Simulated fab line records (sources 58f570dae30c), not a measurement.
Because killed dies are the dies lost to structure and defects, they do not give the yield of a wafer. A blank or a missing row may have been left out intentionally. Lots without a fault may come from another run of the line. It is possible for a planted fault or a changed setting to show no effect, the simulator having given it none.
Split-lot trial / flow berkeleyCmos170 / 23 wafers read across 5 lots, on a route 331 steps long

THE SPLIT
At UCB170_SACOX_OXIDATION_01 (target thk 14.4 nm, ox time 2400 s), the setting tempC was moved away from the recipe's 900 C on 15 of the 23 wafers read, by -2.2% to -1.7%. The other wafers ran this setting at the recipe's value.

The file shows no step between the split and the reading.

THE READING
SACOX_OXIDE_THK (nm), taken at UCB170_SACOX_THK_MEAS_02. On this fab line, fault-free wafers typically give 14.35 nm with a standard deviation of 0.22 nm.

wafer=L075.1; tool, chamber at the split=-, -; tempC as run, C=885; against the recipe=-1.7%; SACOX_OXIDE_THK, nm=12.33; against lot-mates on the recipe=no lot-mate on the recipe
wafer=L075.3; tool, chamber at the split=-, -; tempC as run, C=885; against the recipe=-1.7%; SACOX_OXIDE_THK, nm=11.85; against lot-mates on the recipe=no lot-mate on the recipe
wafer=L075.4; tool, chamber at the split=-, -; tempC as run, C=885; against the recipe=-1.7%; SACOX_OXIDE_THK, nm=12.07; against lot-mates on the recipe=no lot-mate on the recipe
wafer=L075.5; tool, chamber at the split=-, -; tempC as run, C=885; against the recipe=-1.7%; SACOX_OXIDE_THK, nm=12.26; against lot-mates on the recipe=no lot-mate on the recipe
wafer=L075.6; tool, chamber at the split=-, -; tempC as run, C=885; against the recipe=-1.7%; SACOX_OXIDE_THK, nm=11.86; against lot-mates on the recipe=no lot-mate on the recipe
wafer=L078.1; tool, chamber at the split=furnace-02, 0; tempC as run, C=900; against the recipe=recipe; SACOX_OXIDE_THK, nm=14.37; against lot-mates on the recipe=-
wafer=L078.5; tool, chamber at the split=furnace-02, 0; tempC as run, C=900; against the recipe=recipe; SACOX_OXIDE_THK, nm=14.61; against lot-mates on the recipe=-
wafer=L078.6; tool, chamber at the split=furnace-02, 0; tempC as run, C=900; against the recipe=recipe; SACOX_OXIDE_THK, nm=14.46; against lot-mates on the recipe=-
wafer=L082.1; tool, chamber at the split=-, -; tempC as run, C=900; against the recipe=recipe; SACOX_OXIDE_THK, nm=14.23; against lot-mates on the recipe=-
wafer=L082.2; tool, chamber at the split=-, -; tempC as run, C=900; against the recipe=recipe; SACOX_OXIDE_THK, nm=14.22; against lot-mates on the recipe=-
wafer=L082.3; tool, chamber at the split=-, -; tempC as run, C=900; against the recipe=recipe; SACOX_OXIDE_THK, nm=14.05; against lot-mates on the recipe=-
wafer=L082.5; tool, chamber at the split=-, -; tempC as run, C=900; against the recipe=recipe; SACOX_OXIDE_THK, nm=14.25; against lot-mates on the recipe=-
wafer=L082.6; tool, chamber at the split=-, -; tempC as run, C=900; against the recipe=recipe; SACOX_OXIDE_THK, nm=14.11; against lot-mates on the recipe=-
wafer=L084.1; tool, chamber at the split=-, -; tempC as run, C=880.1; against the recipe=-2.2%; SACOX_OXIDE_THK, nm=11.93; against lot-mates on the recipe=no lot-mate on the recipe
wafer=L084.2; tool, chamber at the split=-, -; tempC as run, C=880.1; against the recipe=-2.2%; SACOX_OXIDE_THK, nm=12.02; against lot-mates on the recipe=no lot-mate on the recipe
wafer=L084.3; tool, chamber at the split=-, -; tempC as run, C=880.1; against the recipe=-2.2%; SACOX_OXIDE_THK, nm=11.89; against lot-mates on the recipe=no lot-mate on the recipe
wafer=L084.4; tool, chamber at the split=-, -; tempC as run, C=880.1; against the recipe=-2.2%; SACOX_OXIDE_THK, nm=11.80; against lot-mates on the recipe=no lot-mate on the recipe
wafer=L084.6; tool, chamber at the split=-, -; tempC as run, C=880.1; against the recipe=-2.2%; SACOX_OXIDE_THK, nm=11.85; against lot-mates on the recipe=no lot-mate on the recipe
wafer=L085.1; tool, chamber at the split=-, -; tempC as run, C=881.7; against the recipe=-2.0%; SACOX_OXIDE_THK, nm=11.47; against lot-mates on the recipe=no lot-mate on the recipe
wafer=L085.2; tool, chamber at the split=-, -; tempC as run, C=881.7; against the recipe=-2.0%; SACOX_OXIDE_THK, nm=12.25; against lot-mates on the recipe=no lot-mate on the recipe
wafer=L085.4; tool, chamber at the split=-, -; tempC as run, C=881.7; against the recipe=-2.0%; SACOX_OXIDE_THK, nm=11.80; against lot-mates on the recipe=no lot-mate on the recipe
wafer=L085.5; tool, chamber at the split=-, -; tempC as run, C=881.7; against the recipe=-2.0%; SACOX_OXIDE_THK, nm=11.79; against lot-mates on the recipe=no lot-mate on the recipe
wafer=L085.6; tool, chamber at the split=-, -; tempC as run, C=881.7; against the recipe=-2.0%; SACOX_OXIDE_THK, nm=11.55; against lot-mates on the recipe=no lot-mate on the recipe

THE FIT
A straight line over all 23 wafers: SACOX_OXIDE_THK changes by +1.17 nm for each +1% of tempC; r = +0.98; the points scatter about the line by 0.26 nm.
Too few moved wafers have a lot-mate on the recipe to fit a line with each lot's own level taken away.

THE WHOLE CHAIN: every reading that the file lists as answering this split, in the file's order
step=UCB170_SACOX_OXIDATION_01; what it does=target thk 14.4 nm, ox time 2400 s; reading=SiO2_of_SACOX_OXIDATION_01.thkNm (the simulator's own value, which no gauge read); change (the file's fit)=+1.18 nm for each +1% of the setting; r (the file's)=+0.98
step=UCB170_SACOX_THK_MEAS_02; what it does=; reading=SACOX_OXIDE_THK; change (the file's fit)=+1.17 for each +1% of the setting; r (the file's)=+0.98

THE FILE'S OWN FIT
SACOX_OXIDE_THK changes by +1.17 nm for each +1% of tempC, r = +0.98.
